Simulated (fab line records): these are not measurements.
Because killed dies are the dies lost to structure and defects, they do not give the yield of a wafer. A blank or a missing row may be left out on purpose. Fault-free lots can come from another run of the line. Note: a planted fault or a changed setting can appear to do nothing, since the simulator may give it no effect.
Which of the tools did it? ; flow berkeley cmos170 ; Sampling: 14 lots, 42 wafers, 7 of 331 route steps

## WHAT THE GAUGES READ, wafer by wafer
UCB170_M1_RS_MEAS_01: measurement is done with a four-point probe. Usual: for M1_AL_RS the level is 0.0486 ohm/sq and the standard deviation is 0.00042.
lot;measured;on;M1_AL_RS (ohm/sq);flag
L478;day 8 09:03;film metro-02;0.0485 0.0482 0.0485;
L479;day 8 10:56;film metro-02;0.0487 0.0485 0.0485;
L477;day 8 11:19;film metro-01;0.0480 0.0484 0.0485;
L480;day 8 11:43;film metro-03;0.0483 0.0483 0.0488;
L484;day 10 02:04;film metro-03;0.0484 0.0480 0.0485;
L483;day 10 02:20;film metro-02;0.0480 0.0478 0.0479;
L481;day 10 03:52;film metro-01;0.0481 0.0483 0.0481;
L488;day 10 17:46;film metro-02;0.0487 0.0483 0.0486;
L487;day 10 17:53;film metro-01;0.0489 0.0485 0.0495;
L491;day 11 16:47;film metro-02;0.0485 0.0495 0.0486;
L489;day 11 17:35;film metro-01;0.0487 0.0494 0.0420;OFF
L496;day 12 21:58;film metro-02;0.0420 0.0494 0.0498;OFF
L497;day 13 01:58;film metro-01;0.0488 0.0494 0.0495;
L499;day 13 02:55;film metro-03;0.0481 0.0482 0.0488;

UCB170_M1_THK_MEAS_02: measures by xrf. Usual: for M1_AL_THK the level is 602 nm and the standard deviation is 6.4.
lot;measured;on;M1_AL_THK (nm);flag
L478;day 8 09:10;film metro-02;599 605 600;
L479;day 8 11:04;film metro-02;598 599 597;
L477;day 8 11:26;film metro-01;613 607 603;
L480;day 8 11:50;film metro-03;605 608 605;
L484;day 10 02:11;film metro-03;611 611 606;
L483;day 10 02:28;film metro-02;607 610 608;
L481;day 10 03:59;film metro-01;608 608 611;
L488;day 10 17:53;film metro-02;598 603 602;
L487;day 10 18:01;film metro-01;598 603 595;
L491;day 11 16:54;film metro-02;600 588 598;
L489;day 11 17:41;film metro-01;599 594 677;OFF
L496;day 12 22:04;film metro-02;672 588 581;
L497;day 13 02:05;film metro-01;603 595 592;
L499;day 13 03:02;film metro-03;611 612 605;

UCB170_M1_CD_MEAS_90: target cd 700 nm. Usual: 701.0 nm for cd nm, sd 2.5.
lot;measured;on;cd nm (nm);flag
L478;day 8 11:04;cd sem-02;701.6 700.2 700.3;
L479;day 8 12:23;cd sem-02;707.8 706.7 707.7;
L477;day 8 12:54;cd sem-01;704.4 698.2 700.0;
L480;day 8 13:27;cd sem-02;702.0 699.9 702.5;
L484;day 10 03:44;cd sem-02;703.1 703.3 702.7;
L483;day 10 03:58;cd sem-01;701.1 698.3 697.5;
L481;day 10 05:28;cd sem-02;700.4 699.1 701.9;
L488;day 10 19:13;cd sem-01;699.7 701.3 699.2;
L487;day 10 19:28;cd sem-02;702.2 700.0 702.1;
L491;day 11 19:14;cd sem-01;699.9 699.2 696.2;
L489;day 11 19:32;cd sem-01;698.5 700.2 699.5;
L496;day 12 23:37;cd sem-02;699.7 697.9 697.9;
L497;day 13 04:10;cd sem-02;702.1 700.1 703.0;
L499;day 13 04:28;cd sem-01;700.4 699.6 699.2;

## TOOL THAT RAN EACH LOT (tool first, then ch and the chambers of the sampled wafers, then the start)
lot;UCB170_CONTACT_RTA_08;UCB170_CONTACT_ETCH_17;UCB170_M1_SPUTTER_00;UCB170_M1_METAL_ETCH_12
L478;rtp anneal-01 ch 0, day 8 07:01;rie diel-01 ch 0,3, day 8 08:16;pvd sputter-01, day 8 08:59;rie metal-01 ch 0,1, day 8 10:31
L479;rtp anneal-02 ch 0, day 8 08:48;rie diel-02 ch 0,1,2, day 8 10:11;pvd sputter-03, day 8 10:52;rie metal-03 ch 0,1, day 8 12:10
L477;rtp anneal-01 ch 0, day 8 08:54;rie diel-01 ch 0,1,2, day 8 10:20;pvd sputter-01, day 8 11:14;rie metal-04 ch 0,1, day 8 12:39
L480;rtp anneal-01 ch 0, day 8 09:15;rie diel-03 ch 0,1,3, day 8 10:59;pvd sputter-04, day 8 11:39;rie metal-03 ch 0,1, day 8 13:13
L484;rtp anneal-02 ch 0, day 10 00:23;rie diel-02 ch 1,2, day 10 01:27;pvd sputter-01, day 10 02:01;rie metal-03 ch 0,1, day 10 03:29
L483;rtp anneal-01 ch 0, day 10 00:40;rie diel-01 ch 1,2,3, day 10 01:43;pvd sputter-04, day 10 02:17;rie metal-04 ch 0,1, day 10 03:44
L481;rtp anneal-02 ch 0, day 10 02:03;rie diel-03 ch 1,2, day 10 03:14;pvd sputter-01, day 10 03:48;rie metal-01 ch 0,1, day 10 05:14
L488;rtp anneal-02 ch 0, day 10 15:57;rie diel-03 ch 2,3, day 10 17:08;pvd sputter-03, day 10 17:42;rie metal-03 ch 0,1, day 10 18:59
L487;rtp anneal-01 ch 0, day 10 16:08;rie diel-02 ch 0,1,2, day 10 17:15;pvd sputter-01, day 10 17:50;rie metal-04 ch 0,1, day 10 19:14
L491;rtp anneal-01 ch 0, day 11 12:09;rie diel-02 ch 0,1,2, day 11 16:09;pvd sputter-01, day 11 16:43;rie metal-04 ch 0, day 11 19:00
L489;rtp anneal-02 ch 0, day 11 12:41;rie diel-01 ch 0,1, day 11 16:53;pvd sputter-03, day 11 17:26;rie metal-01 ch 0,1, day 11 19:19
L496;rtp anneal-02 ch 0, day 12 20:05;rie diel-01 ch 1,3, day 12 21:16;pvd sputter-03, day 12 21:52;rie metal-01 ch 0,1, day 12 23:23
L497;rtp anneal-01 ch 0, day 13 00:02;rie diel-01 ch 1,2,3, day 13 01:21;pvd sputter-04, day 13 01:55;rie metal-03 ch 0,1, day 13 03:56
L499;rtp anneal-01 ch 0, day 13 00:26;rie diel-03 ch 0,2, day 13 02:16;pvd sputter-01, day 13 02:51;rie metal-01 ch 0,1, day 13 04:13
- UCB170_CONTACT_RTA_08: time 10 s.
- UCB170_CONTACT_ETCH_17: etches BARC in N2/H2.
- UCB170_M1_SPUTTER_00: material Al, target thk 600 nm, time 80 s.
- UCB170_M1_METAL_ETCH_12: etches Al in Cl2/BCl3, stops on PSG, target depth 780 nm, time 130 s.

## AS READ BY THE TOOLS THEMSELVES (means over the sampled wafers that have a number; for cases with no such wafer, the mark the record gives instead)
UCB170_CONTACT_RTA_08. Usual: lamp power pct 24.5 %, standard deviation 1.4; wafer_temp_C_max 904.2, standard deviation 1.2.
lot;tool;lamp power pct (%);wafer_temp_C_max;flag
L478;rtp anneal-01;25.8;903.4;
L479;rtp anneal-02;23.0;904.5;
L477;rtp anneal-01;25.8;902.9;
L480;rtp anneal-01;25.7;903.0;
L484;rtp anneal-02;23.0;905.4;
L483;rtp anneal-01;25.8;903.1;
L481;rtp anneal-02;23.0;904.9;
L488;rtp anneal-02;23.0;904.8;
L487;rtp anneal-01;25.8;904.7;
L491;rtp anneal-01;25.8;902.9;
L489;rtp anneal-02;23.0;906.3;
L496;rtp anneal-02;23.0;905.2;
L497;rtp anneal-01;25.8;904.0;
L499;rtp anneal-01;25.8;904.2;

UCB170_CONTACT_ETCH_17. Usual: drypump motor current A 5.7 A, standard deviation 0.39; oes product au 1.012 a.u., standard deviation 0.024; throttle valve pct 13.34 %, standard deviation 0.12.
lot;tool;drypump motor current A (A);oes product au (a.u.);throttle valve pct (%);flag
L478;rie diel-01;5.6;1.019;13.38;
L479;rie diel-02;5.7;1.016;13.38;
L477;rie diel-01;5.5;1.006;13.23;
L480;rie diel-03;5.9;1.013;13.40;
L484;rie diel-02;5.6;1.040;13.36;
L483;rie diel-01;5.6;1.012;13.33;
L481;rie diel-03;5.9;0.999;13.34;
L488;rie diel-03;5.4;1.025;13.29;
L487;rie diel-02;5.7;1.024;13.39;
L491;rie diel-02;5.7;1.018;13.38;
L489;rie diel-01;5.2;1.019;13.15;
L496;rie diel-01;5.4;1.024;13.24;
L497;rie diel-01;5.6;1.009;13.33;
L499;rie diel-03;6.5;0.993;13.32;

UCB170_M1_SPUTTER_00. Usual: chamber pressure pa 0.5000 Pa, standard deviation 0.0011; throttle valve pct 30.2 %, standard deviation 1.3.
lot;tool;chamber pressure pa (Pa);throttle valve pct (%);flag
L478;pvd sputter-01;0.5009;29.2;
L479;pvd sputter-03;0.4998;30.7;
L477;pvd sputter-01;0.5000;29.3;
L480;pvd sputter-04;0.4987;29.8;
L484;pvd sputter-01;0.4995;29.6;
L483;pvd sputter-04;0.4995;31.3;
L481;pvd sputter-01;0.4998;29.0;
L488;pvd sputter-03;0.5009;31.4;
L487;pvd sputter-01;0.4998;29.7;
L491;pvd sputter-01;0.5000;29.7;
L489;pvd sputter-03;0.4309;33.9;OFF
L496;pvd sputter-03;0.4305;34.9;OFF
L497;pvd sputter-04;0.5020;28.6;
L499;pvd sputter-01;0.5002;29.2;

UCB170_M1_METAL_ETCH_12. Usual: drypump motor current A 5.5 A, standard deviation 0.4; mfc cl2 sccm 90.01 sccm, standard deviation 0.26; oes product au 0.850 a.u., standard deviation 0.014; throttle valve pct 24.33 %, standard deviation 0.3.
lot;tool;drypump motor current A (A);mfc cl2 sccm (sccm);oes product au (a.u.);throttle valve pct (%);flag
L478;rie metal-01;5.8;90.17;0.855;24.24;
L479;rie metal-03;5.4;90.22;0.866;23.98;
L477;rie metal-04;5.6;90.01;0.833;24.64;
L480;rie metal-03;5.1;90.01;0.865;24.08;
L484;rie metal-03;5.4;89.97;0.864;23.98;
L483;rie metal-04;5.6;90.31;0.838;24.64;
L481;rie metal-01;5.5;89.98;0.856;24.35;
L488;rie metal-03;5.4;89.87;0.864;23.99;
L487;rie metal-04;5.7;89.71;0.832;24.67;
L491;rie metal-04;5.9;90.19;0.847;24.70;
L489;rie metal-01;5.8;90.19;0.874;24.23;
L496;rie metal-01;5.8;89.82;0.871;24.23;
L497;rie metal-03;5.4;89.92;0.854;23.99;
L499;rie metal-01;5.4;89.76;0.852;24.35;

## THE ANSWER, worked out from the rows above alone
Rule: a lot counts as off when the mean over its wafers that have a number is more than 3 standard deviations away from the usual mean. A lot without any number at a reading at which 4 lots or more have one is off too. All remaining lots with rows at the step are treated as sound. First the gauges in route order, then the tools' own readings, where a lot's mean is used as printed above. The first step at which some lot is off is used, and at that step the reading that is off furthest; a lot without a number counts as furthest.
Off: at UCB170_M1_RS_MEAS_01 (M1_AL_RS), L489, L496.
A tool fits if, at a process step before that reading, it ran every lot that is off, and no sound lot after the first of them. The gauges at UCB170_M1_RS_MEAS_01 aren't tried: what is off there is off at UCB170_M1_SPUTTER_00 too, on other tools, and a gauge's error can't cause that. This does not decide it: 2 tools fit, namely rtp anneal-02 at UCB170_CONTACT_RTA_08 and pvd sputter-03 at UCB170_M1_SPUTTER_00.

## WHAT WAS PUT IN BY THE SIMULATOR
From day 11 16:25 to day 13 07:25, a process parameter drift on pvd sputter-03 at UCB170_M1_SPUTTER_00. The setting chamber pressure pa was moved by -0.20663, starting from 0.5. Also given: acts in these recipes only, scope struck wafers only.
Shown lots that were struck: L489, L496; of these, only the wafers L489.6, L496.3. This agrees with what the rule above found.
